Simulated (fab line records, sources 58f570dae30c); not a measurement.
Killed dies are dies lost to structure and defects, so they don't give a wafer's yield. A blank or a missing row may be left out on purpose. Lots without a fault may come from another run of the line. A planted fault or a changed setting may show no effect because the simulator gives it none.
fab line records | flow berkeley_cmos170
record lots=6 wafers=18 last_day=11
route steps=331 shown ZERO@6 NWELL@14
lots that met no fault: from a run of the same line without faults
start_h: hours from the record's first day to the start of the lot's first wafer shown | wait_h: hours since the lot's step before | " the same as in the row above | L1.1+2: a row that stands for several wafers | - no value, or no start given | * or withheld: withheld | < > ~ a bound
route shown NAME@n: a module of which the file shows steps, and the number in the route of the first | usual: mean/standard deviation of fault-free wafers | same: alike in all rows | chamber/n: place in a boat | sites: the reading at each site | _std_site: their standard deviation | _edge_site: outer sites' mean less inner sites' | radius_mm: how far each site lies from the wafer's centre | mask NAME#n: copy n | behind: the tool/chamber that last shaped the wafer | hold: why the lot was held/for how many hours/how that ended | device: the transistor (n, p or np) that didn't switch | end of line: the same wafers' tests at the end of the route | a step without rows: its recipe alone | killed: dies lost to structure and defects at the first sort, not the wafer's yield | map: a wafer's dies, x killed, . not, _ none there
set.NAME: the setting as run; set.NAME@STEP: as run at that earlier step | model.NAME: the simulator's own value behind a step, which no gauge read
lots at some steps of the route; a table a step, a row a wafer
services: from which hour (start_h, from the record's first day; less than 0 if before it) a tool's chamber was out of use, for how many hours, and why
## steps
# step UCB170_ZERO_HMDS_00
# recipe prime_time_s=60 prime_temp_c=100
# step UCB170_ZERO_COAT_01
# recipe resist=KrF spin_rpm=1500 resist_thk_nm=900
# step UCB170_ZERO_SOFTBAKE_02
# recipe resist=KrF temp_c=130 time_s=60
# step UCB170_ZERO_EXPOSE_03
# recipe mask_id=PM_MARKS na=0.5 sigma_outer=0.6 source_shape=conventional target_cd_nm=4000 dose_mj=30
# step UCB170_ZERO_PEB_04
# recipe peb_temp_c=130 peb_time_s=withheld resist=KrF
# step UCB170_ZERO_DEVELOP_05
# recipe developer=TMAH develop_time_s=45 resist=KrF dev_temp_c=21
# step UCB170_ZERO_ETCH_06
# recipe chemistry=CHF3/CF4/Ar target=SiO2 time_s=12 pressure_mtorr=100 rf_w=500 CHF3_flow_sccm=50 cf4_flow_sccm=10 Ar_flow_sccm=120 over_etch_frac=1.58
# usual drypump_motor_current_A=5.6/0.48 oes_product_au=0.615/0.0097 throttle_valve_pct=9.26/0.15
# columns lot.wafer tool chamber start_h wait_h drypump_motor_current_A oes_product_au rf_hours_counter_h throttle_valve_pct
L865.3 rie_diel-03 3 35.28 - 5.1 0.636 11 9.30
L865.4 " 0 " " 5.4 0.620 121 9.09
L865.6 " 3 " " 5.1 0.636 - 9.30
L867.1 rie_diel-01 2 44.00 - 5.7 0.616 7 9.36
L867.4 " 3 " " 5.3 0.608 - 9.16
L867.6 " 1 " " 5.3 0.619 - 8.95
L868.2 rie_diel-04 1 51.47 - 5.3 0.607 115 9.33
L868.3 " 2 " " 6.6 0.617 132 9.36
L868.6 " 3 " " 5.2 0.612 - 9.25
L869.1 rie_diel-04 3 54.90 - 5.2 0.610 151 9.27
L869.2 " 0 " " 5.2 0.607 9 9.41
L869.5 " 2 " " 6.6 0.617 - 9.37
L871.1 rie_diel-01 1 68.93 - 5.3 0.615 13 8.97
L871.2 " 0 " " 5.9 0.613 1 8.97
L871.6 " 1 " " 5.3 0.619 - 8.98
L880.1 rie_diel-03 2 109.20 - 5.4 0.616 60 9.45
L880.2 " 0 " " 5.4 0.622 123 9.08
L880.3 " 1 " " 6.2 0.625 133 9.32
# step UCB170_ZERO_STRIP_07
# recipe chemistry=O2 power_w=400 pressure_mtorr=3500 platen_temp_c=withheld o2_flow_sccm=400 overash_fraction=0.5
# usual drypump_motor_current_A=5.67/0.26 oes_product_au=0.727/0.0049 strip_time_to_endpoint_s=21.48/0.061
# columns lot.wafer tool chamber start_h wait_h drypump_motor_current_A oes_product_au rf_hours_counter_h strip_time_to_endpoint_s
L865.3 plasma_asher-02 0 35.34 0.0 5.69 0.724 - 21.46
L865.4 " 1 " " 5.92 0.722 - 21.49
L865.6 " 1 " " 5.91 0.733 - 21.45
L867.1 plasma_asher-04 0 44.02 0.0 5.43 0.726 25 21.40
L867.4 " 0 " " 5.45 0.731 - 21.51
L867.6 " 0 " " 5.42 0.724 - 21.52
L868.2 plasma_asher-03 1 51.49 0.0 5.97 0.724 31 21.59
L868.3 " 1 " " 5.97 0.733 - 21.58
L868.6 " 1 " " 5.95 0.733 - 21.52
L869.1 plasma_asher-02 1 54.92 0.0 5.95 0.729 36 21.53
L869.2 " 0 " " 5.65 0.718 36 21.43
L869.5 " 0 " " 5.68 0.736 - 21.54
L871.1 plasma_asher-02 0 68.95 0.0 5.68 0.731 37 21.42
L871.2 " 1 " " 5.92 0.726 37 21.50
L871.6 " 0 " " 5.65 0.727 - 21.53
L880.1 plasma_asher-03 0 109.23 0.0 5.72 0.739 37 21.44
L880.2 " 1 " " 5.99 0.731 37 21.46
L880.3 " 1 " " 6.01 0.730 - 21.46
# step UCB170_NWELL_WET_ETCH_00
# recipe chemistry=dHF dilution=25:1 target=SiO2 temp_c=25 time_s=200
# step UCB170_NWELL_OXIDATION_01
# recipe temp_c=1000 ambient=O2 target_thk_a=264 ox_time_s=1260
# step UCB170_NWELL_THK_MEAS_02
# recipe reads=SiO2_of_NWELL_OXIDATION_01
# usual NWELL_OXIDE_THK=26.7/0.45
# columns lot.wafer tool chamber start_h wait_h NWELL_OXIDE_THK[nm]
L865.3 film_metro-02 - 41.05 0.0 25.9
L865.4 " - " " 25.7
L865.6 " - " " 25.9
L867.1 film_metro-01 - 49.43 0.0 27.1
L867.4 " - " " 27.0
L867.6 " - " " 26.6
L868.2 film_metro-01 - 55.44 0.0 26.6
L868.3 " - " " 27.3
L868.6 " - " " 26.6
L869.1 film_metro-02 - 60.94 0.0 26.8
L869.2 " - " " 27.5
L869.5 " - " " 27.0
L871.1 film_metro-01 - 75.55 0.0 26.4
L871.2 " - " " 26.8
L871.6 " - " " 26.8
L880.1 film_metro-02 - 113.57 0.0 26.8
L880.2 " - " " 26.8
L880.3 " - " " 27.1
# step UCB170_NWELL_ANNEAL_03
# recipe temp_c=1000 time_s=900 ambient=N2
# step UCB170_NWELL_CVD_04
# recipe material=Si3N4 target_thk_nm=224 temp_c=800 precursor=SiH2Cl2/NH3 time_s=3360 pressure_mtorr=200 sih2cl2_flow_sccm=25 nh3_flow_sccm=75
# usual spike_tc_centre_C=803.0/1.5 spike_tc_load_C=823.5/2.5 spike_tc_source_C=823.0/2.6 susceptor_temp_C=800.0/0.32 zone_power_centre_pct=37.5/2.5 zone_power_load_pct=19.4/0.87 zone_power_source_pct=20.2/1.5
# columns lot.wafer tool chamber start_h wait_h spike_tc_centre_C spike_tc_load_C spike_tc_source_C susceptor_temp_C zone_power_centre_pct zone_power_load_pct zone_power_source_pct model.Si3N4_of_NWELL_CVD_04.thk_nm
L865.3 lpcvd-01 0 43.83 0.0 803.0 820.4 821.8 800.6 34.9 17.8 19.0 223.4
L865.4 " 0 " " 802.2 823.1 820.0 800.3 34.4 17.8 19.0 224.9
L865.6 " 0 " " 802.6 821.3 821.2 800.1 34.6 18.1 19.1 224.3
L867.1 lpcvd-01 0 53.43 0.6 803.4 822.4 821.1 799.7 34.7 18.2 19.0 230
L867.4 " 0 " " 803.1 820.8 821.2 800.1 34.0 18.0 19.2 229.4
L867.6 " 0 " " 803.1 821.5 822.9 800.2 34.4 17.9 19.1 228.5
L868.2 lpcvd-01 1 62.85 0.0 857.1 873.9 878.5 851.2 41.2 23.0 23.7 378.4
L868.3 " 1 " " 856.6 875.5 878.8 851.0 40.3 23.2 23.7 377.4
L868.6 " 1 " " 856.5 874.4 877.3 852.1 40.8 23.0 24.1 380.8
L869.1 lpcvd-01 1 62.85 0.0 854.8 876.9 877.4 851.5 39.7 23.1 24.2 379
L869.2 " 1 " " 857.4 874.9 876.5 851.2 40.6 23.0 24.0 379.5
L869.5 " 1 " " 857.2 875.2 878.4 851.4 39.8 23.1 24.1 379.1
L871.1 lpcvd-02 0 80.90 0.7 800.4 827.9 824.7 800.0 37.0 19.9 22.7 223.3
L871.2 " 0 " " 801.3 825.7 824.0 800.1 37.2 20.0 22.4 224.3
L871.6 " 0 " " 802.4 827.3 825.5 799.5 36.3 19.4 22.1 220.6
L880.1 lpcvd-02 1 118.64 0.0 804.1 822.3 820.9 799.8 40.9 20.1 18.6 223.8
L880.2 " 1 " " 802.8 821.1 820.3 800.2 41.1 19.9 18.7 222.5
L880.3 " 1 " " 802.9 821.8 818.9 800.6 40.9 20.0 18.8 222.7
# step UCB170_NWELL_THK_MEAS_05
# recipe reads=Si3N4_of_NWELL_CVD_04
# usual NWELL_NITRIDE_THK=223.5/2.6
# columns lot.wafer tool chamber start_h wait_h NWELL_NITRIDE_THK[nm]
L865.3 film_metro-02 - 45.83 0.1 223.5
L865.4 " - " " 224.7
L865.6 " - " " 224.3
L867.1 film_metro-02 - 55.36 0.0 230.1
L867.4 " - " " 229.4
L867.6 " - " " 228.5
L868.2 film_metro-01 - 64.79 0.0 378.5
L868.3 " - " " 377.0
L868.6 " - " " 380.7
L869.1 film_metro-01 - 64.84 0.1 379.3
L869.2 " - " " 379.7
L869.5 " - " " 379.1
L871.1 film_metro-01 - 82.83 0.0 223.6
L871.2 " - " " 224.2
L871.6 " - " " 220.7
L880.1 film_metro-04 - 120.57 0.0 224.0
L880.2 " - " " 222.5
L880.3 " - " " 222.7
# step UCB170_NWELL_HMDS_06
# recipe prime_time_s=60 prime_temp_c=100
# step UCB170_NWELL_COAT_07
# recipe resist=KrF spin_rpm=1500 resist_thk_nm=900
# step UCB170_NWELL_SOFTBAKE_08
# recipe resist=KrF temp_c=130 time_s=60
# step UCB170_NWELL_EXPOSE_09
# recipe mask_id=NWELL target_cd_nm=3000 na=0.5 sigma_outer=0.6 source_shape=conventional dose_mj=25
# step UCB170_NWELL_PEB_10
# recipe peb_temp_c=130 peb_time_s=withheld resist=KrF
# step UCB170_NWELL_DEVELOP_11
# recipe developer=TMAH develop_time_s=45 resist=KrF dev_temp_c=21
# step UCB170_NWELL_OVL_MEAS_12
# usual NWELL_OVL=4/5.5
# columns lot.wafer tool chamber start_h wait_h NWELL_OVL[nm]
L865.3 overlay-01 - 47.41 - 6
L865.4 " - " " 16
L865.6 " - " " 1
L867.1 overlay-02 - 56.54 - 12
L867.4 " - " " -2
L867.6 " - " " 4
L868.2 overlay-02 - 65.91 - 1
L868.3 " - " " 5
L868.6 " - " " 2
L869.1 overlay-01 - 66.02 - 5
L869.2 " - " " -2
L869.5 " - " " 5
L871.1 overlay-02 - 84.30 - 0
L871.2 " - " " 0
L871.6 " - " " 0
L880.1 overlay-01 - 121.74 - 8
L880.2 " - " " 15
L880.3 " - " " 9
# step UCB170_NWELL_ETCH_13
# recipe chemistry=CH3F/Ar/O2 target=Si3N4 stop_on=SiO2 CH3F_flow_sccm=20 Ar_flow_sccm=50 O2_flow_sccm=7 pressure_mtorr=50 rf_w=450 target_depth_a=2464 over_etch_frac=0.1 time_s=154
# usual drypump_motor_current_A=5.5/0.34 oes_product_au=0.940/0.016 throttle_valve_pct=8.01/0.13
# columns lot.wafer tool chamber start_h wait_h drypump_motor_current_A oes_product_au rf_hours_counter_h throttle_valve_pct model.etch.depth_nm
L865.3 rie_diel-01 3 47.43 0.0 5.4 0.912 105 8.01 223.4
L865.4 " 2 " " 5.6 0.947 - 8.16 224.9
L865.6 " 1 " " 5.3 0.942 - 7.81 224.3
L867.1 rie_diel-03 2 56.57 0.0 5.4 0.957 58 8.24 230
L867.4 " 1 " " 6.1 0.958 131 8.14 229.4
L867.6 " 1 " " 6.1 0.964 - 8.14 228.5
L868.2 rie_diel-02 1 65.94 0.0 5.4 1.003 112 8.04 248.8
L868.3 " 2 " " 5.9 1.006 120 8.07 250.9
L868.6 " 2 " " 5.9 1.010 - 8.07 250.7
L869.1 rie_diel-03 3 66.05 0.0 5.0 1.030 12 8.11 245.1
L869.2 " 0 " " 5.4 1.003 121 7.92 247.5
L869.5 " 1 " " 6.1 1.009 - 8.16 249.6
L871.1 rie_diel-03 2 84.34 0.0 5.4 0.930 59 8.25 223.3
L871.2 " 0 " " 5.5 0.946 122 7.93 224.3
L871.6 " 2 " " 5.4 0.934 - 8.24 220.6
L880.1 rie_diel-02 2 121.78 0.0 6.0 0.929 123 8.07 223.8
L880.2 " 0 " " 5.0 0.940 82 7.91 222.5
L880.3 " 1 " " 5.4 0.933 114 8.04 222.7
# step UCB170_NWELL_IMPLANT_14
# recipe species=P dose_cm2=1e+13 energy_kev=150 tilt_deg=7
## services
# columns tool chamber start_h hours kind
plasma_asher-03 - 18.87 3.0 repair
plasma_asher-03 - 29.00 15.6 pm
rie_diel-01 2 32.36 7.6 repair
rie_diel-01 0 39.95 - clean
rie_diel-01 0 39.95 13.0 scheduled_down
rie_diel-01 0 39.95 13.0 vent_cycle
rie_diel-03 - 41.19 14.6 pm
plasma_asher-02 - 42.24 1.2 repair
rie_diel-02 3 56.35 21.0 repair
rie_diel-03 2 64.03 10.9 repair
plasma_asher-02 - 71.74 2.8 repair
rie_diel-04 3 79.28 3.6 repair
rie_diel-04 1 109.61 7.7 repair
rie_diel-04 2 119.52 2.9 repair
## key
first_sign step=UCB170_NWELL_CVD_04 reading=susceptor_temp_C direction=up sigmas=99+ usual=* struck=*
effect step=UCB170_NWELL_CVD_04 reading=spike_tc_centre_C direction=up sigmas=35 usual=803.0 struck=856.6
effect step=UCB170_NWELL_THK_MEAS_05 reading=NWELL_NITRIDE_THK direction=up sigmas=61 usual=223.5 struck=379.0
effect step=UCB170_NWELL_ETCH_13 reading=oes_product_au direction=up sigmas=4.5 usual=0.940 struck=1.010
model_effect step=UCB170_NWELL_CVD_04 value=Si3N4_of_NWELL_CVD_04.thk_nm without=222.7 struck=379
model_effect step=UCB170_NWELL_ETCH_13 value=etch.depth_nm without=222.7 struck=248.8
met_at UCB170_NWELL_CVD_04
struck_wafers L868.2,L868.3,L868.6,L869.1,L869.2,L869.5
later_rows_left_out L868.2,L868.3,L868.6,L869.1,L869.2,L869.5
sort_left_out L868.2,L868.3,L868.6,L869.1,L869.2,L869.5
tester_left_out L868,L869
onset_between 53.43 62.85
fault kind=process_parameter_drift tool=lpcvd-01 chamber=- onset_h=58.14 steps=UCB170_NWELL_CVD_04 channel=temp_c offset=* shape=step end_h=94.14 acts_in=* stated=*
# tester_left_out: of these lots the tester's yield and bins aren't shown, on N5 and GAA mostly nor the transistor test; their killed dies are dies lost to structure and defects alone, not to doping, threshold or leakage, so they don't give the yield
# sort_left_out: the simulated sort isn't trusted on such a fault, so these wafers' sort isn't shown, and their yield isn't known
# later_rows_left_out: the simulator's readings of these wafers behind a module that went badly wrong aren't trusted and aren't shown, but for the sort
